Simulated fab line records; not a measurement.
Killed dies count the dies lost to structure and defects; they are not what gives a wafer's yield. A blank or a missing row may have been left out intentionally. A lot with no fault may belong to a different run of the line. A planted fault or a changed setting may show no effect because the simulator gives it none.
Comparing a struck lot with a sound one :: flow rit-cmos :: 17 steps out of a route of 202
Sound: the wafers L308.4, L308.5, L308.6. Struck: wafers L310.3, L310.5, L310.6. At the end, the cause is stated.
Per side, at each step with rows, come the tool, then ch with its chambers, and then its first start. Under that, the readings that differ: sound wafers :: struck wafers :: difference of the means :: sigmas: that difference in standard deviations of wafers without a fault.
alike: readings whose means differ by less than 2 such deviations, and words and numbers that are the same on both sides. not compared: withheld readings, readings that some wafer has no value for, bounds like >300 that may hide the same value, and numbers for which the record gives no deviation and whose values overlap.
A row with sigmas, a row that says differs or no value, or rows on one side alone: a step with any of these is where the two part. When numbers do not overlap yet have no deviation, they are printed without sigmas and do not part them. A reading that every wafer of one side lacks parts them only if that side has two wafers or more.

first, 1 step without rows for these wafers: RIT_PWELL_DEVELOP_05 (develop time 68 s).
RIT_PWELL_OVL_MEAS_06:
  sound on overlay-01 at day 4 17:16; struck on overlay-02 at day 4 22:15
reading: PWELL_OVL (nm)
sound: 1.4 0.3 0.1
struck: -2.5 -2.2 -2.6
difference: -3.0
sigmas: -2
then, 2 steps without rows for these wafers: RIT_PWELL_HARDBAKE_07 (time 120 s); RIT_PWELL_IMPLANT_08.
RIT_PWELL_STRIP_09: strips in O2, time 180 s.
  sound on plasma-asher-01 ch 0,1, day 4 17:45; struck on plasma-asher-01 ch 0,1, day 4 22:44
  alike: drypump-motor-current-A
  not compared: rf-hours-counter-h
RIT_PWELL_TW_MEAS_10:
  sound on film-metro-02 at day 4 17:54; struck on film-metro-04 at day 4 22:52
  alike: PWELL_TW
then, 1 step without rows for these wafers: RIT_WELLDRIVE_ANNEAL_00 (time 14700 s).
RIT_WELLDRIVE_RS_MEAS_01: measurement is done with a four-point probe.
  sound on film-metro-04 at day 4 23:36; struck on film-metro-03 at day 5 04:40
  alike: NWELL_RS
RIT_WELLDRIVE_RS_MEAS_02: measurement is done with a four-point probe.
  sound on film-metro-04 at day 4 23:43; struck on film-metro-03 at day 5 04:47
  alike: PWELL_RS
then, 3 steps without rows for these wafers: RIT_NRETRO_HMDS_00 (prime time 60 s); RIT_NRETRO_COAT_01 (resist thk 1300 nm); RIT_NRETRO_SOFTBAKE_02 (time 60 s).
RIT_NRETRO_EXPOSE_03: exposes mask M4, target cd 43900 nm.
  sound on iline-stepper-02 ch 0, day 5 00:25; struck on iline-stepper-02 ch 0, day 5 05:21
reading: model.NRETRO.overlay-x-nm (nm)
sound: 1.396 1.396 1.396
struck: 418.8 418.8 418.8
difference: +417.4
sigmas: 
  alike: mask, reticle-temp-C
then, 2 steps without rows for these wafers: RIT_NRETRO_PEB_04; RIT_NRETRO_DEVELOP_05 (develop time 68 s).
RIT_NRETRO_OVL_MEAS_06:
  sound on overlay-01 at day 5 00:48; struck on overlay-02 at day 5 05:58
reading: NRETRO_OVL (nm)
sound: 0.0 0.3 1.4
struck: 417.6 419.0 417.3
difference: +417.4
sigmas: +99 or more
  not compared: hold
RIT_M1_PROBE_99:
  the record has rows for the sound wafers here (prober-01, day 6 08:38) and none for the struck ones

== WHERE THEY PART ==
At RIT_PWELL_OVL_MEAS_06 first; at RIT_M1_PROBE_99 last (within this record only).

WHY: the cause the simulator had injected
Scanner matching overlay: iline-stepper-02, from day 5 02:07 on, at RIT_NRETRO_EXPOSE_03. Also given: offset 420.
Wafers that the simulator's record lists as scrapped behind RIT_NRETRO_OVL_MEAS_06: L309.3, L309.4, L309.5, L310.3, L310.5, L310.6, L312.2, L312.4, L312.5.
